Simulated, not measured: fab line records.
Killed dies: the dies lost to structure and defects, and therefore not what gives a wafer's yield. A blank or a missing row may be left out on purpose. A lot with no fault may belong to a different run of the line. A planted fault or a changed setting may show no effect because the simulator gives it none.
Chamber matching -- flow berkeley_cmos170 -- UCB170_V1_CMP_02 on cmp-01 has 4 sister chambers
The step polishes SiO2. 4 wafers are shown with their chamber, then 8 later ones without.

== WAFERS PAIRED WITH THEIR CHAMBERS ==
wafer,chamber,motor_current_A (A)
L385.6,2,19.2
L392.1,1,17.9
L392.5,3,17.4
L393.1,0,14.3

== WAFERS WHOSE CHAMBER IS MISSING ==
wafer,motor_current_A (A)
L393.4,19.0
L393.5,17.0
L398.1,18.5
L398.4,13.6
L398.5,17.8
L399.2,18.5
L399.3,13.8
L399.5,17.8

== THE CHAMBER EACH PASSED THROUGH ==
wafer,from the rows above,in truth
L393.4,can't be placed: 2 or 1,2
L393.5,can't be placed: 3 or 1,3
L398.1,can't be placed: 1 or 2 or 3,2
L398.4,0,0
L398.5,can't be placed: 1 or 3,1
L399.2,can't be placed: 1 or 2 or 3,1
L399.3,0,0
L399.5,can't be placed: 1 or 3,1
Correctly placed: 2 of 8. These rows do not allow placing 6 (true chamber among the candidates in 6). 0 placed wrongly.
How it was worked out, from the rows above alone: a wafer's distance from a chamber is the root of the sum, over the readings, of the square of ((its reading less the chamber's mean) divided by the reading's scatter). If the next closest chamber is less than 2 further off than the closest, the wafer can't be placed; otherwise it belongs to the closest. For every chamber, the mean is computed from those of its wafers that are shown. The scatter: root of mean squared gap, hidden wafer to nearest shown wafer, with one shown wafer a chamber.
